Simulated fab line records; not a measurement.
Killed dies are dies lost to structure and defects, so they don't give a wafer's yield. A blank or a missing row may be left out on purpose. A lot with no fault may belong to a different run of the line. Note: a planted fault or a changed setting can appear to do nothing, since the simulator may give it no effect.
A single fault, viewed from 2 desks + flow rit_cmos + numbers are kept per desk, each desk with only its own; the story behind them comes last

## THE METROLOGY DESK
What the gauges read for every lot (on any tool): the sampled wafers with a number, averaged. Marked OUT: a lot whose mean sits more than 4 standard deviations from the usual mean, which makes it out of limits; the brackets give that distance.
Columns: A = PSD_TW at RIT_PSD_TW_MEAS_10, usual 3416; B = PSD_RS at RIT_SDANNEAL_RS_MEAS_04, usual 115.9 ohm/sq
| lot  | first seen here | A               | B               |
|------|-----------------|-----------------|-----------------|
| L320 | day 3 02:32     | 3395            | 116.2           |
| L321 | day 3 05:59     | 3422            | 116.3           |
| L322 | day 3 19:02     | 3377            | 116.0           |
| L323 | day 4 01:22     | 3423            | 116.4           |
| L324 | day 4 08:10     | 3415            | 115.6           |
| L325 | day 4 09:44     | 3522 (+5.1) OUT | 108.6 (-22) OUT |
| L327 | day 4 20:13     | 3534 (+5.6) OUT | 108.9 (-21) OUT |
| L328 | day 4 23:23     | 3530 (+5.4) OUT | 108.7 (-22) OUT |
| L335 | day 6 12:41     | 3446            | 116.1           |
| L336 | day 6 20:37     | 3383            | 116.2           |
| L337 | day 6 20:51     | 3411            | 115.8           |
| L338 | day 7 02:05     | 3411            | 115.5           |
| L340 | day 7 11:09     | 3431            | 116.0           |
| L343 | day 7 21:29     | 3414            | 115.7           |
| L342 | day 19 09:19    | 3406            | 116.0           |
Per this desk, out of limits: L325, L327, L328; the first was L325, day 4 09:44 (PSD_TW at RIT_PSD_TW_MEAS_10). L320, L321, L322, L323, L324, L335, L336, L337, L338, L340, L343, L342: within limits.

## DESK OF THE TOOL OWNER: implanter-02
The tool's own readings at RIT_PSD_IMPLANT_08, given as means over the sampled wafers that have a number, one for each lot that went through this tool. Marked OUT: a lot whose mean sits more than 4 standard deviations from the usual mean, which makes it out of limits; the brackets give that distance.
Columns: A = beam_energy_keV at RIT_PSD_IMPLANT_08, usual 27.000
| lot  | first seen here | A                        |
|------|-----------------|--------------------------|
| L322 | day 3 18:43     | 27.003                   |
| L323 | day 4 01:03     | 27.008                   |
| L324 | day 4 07:51     | 27.007                   |
| L325 | day 4 09:24     | 30.517 (+99 or more) OUT |
| L327 | day 4 19:54     | 30.497 (+99 or more) OUT |
| L328 | day 4 23:04     | 30.505 (+99 or more) OUT |
| L343 | day 7 21:11     | 27.012                   |
This desk finds L325, L327, L328 out of limits, L325 being first, at day 4 09:24 (beam_energy_keV at RIT_PSD_IMPLANT_08). L322, L323, L324, L343: within limits.

## BROUGHT TOGETHER
The tool owner's desk could have raised an alarm at day 4 09:24, on L325, L327, L328.
Metrology desk: alarm possible at day 4 09:44 on L325, L327, L328.
Every lot named ran RIT_PSD_IMPLANT_08 on implanter-02.

## WHAT THE SIMULATOR HAD PUT IN
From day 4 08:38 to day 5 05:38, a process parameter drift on implanter-02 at RIT_PSD_IMPLANT_08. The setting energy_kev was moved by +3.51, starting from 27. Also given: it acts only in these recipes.
Lots struck among those shown: L325, L327, L328.
Delay (hours) between the fault's onset and each desk's first out-of-limits reading: 1 at the tool owner's desk, 1 at the metrology desk.
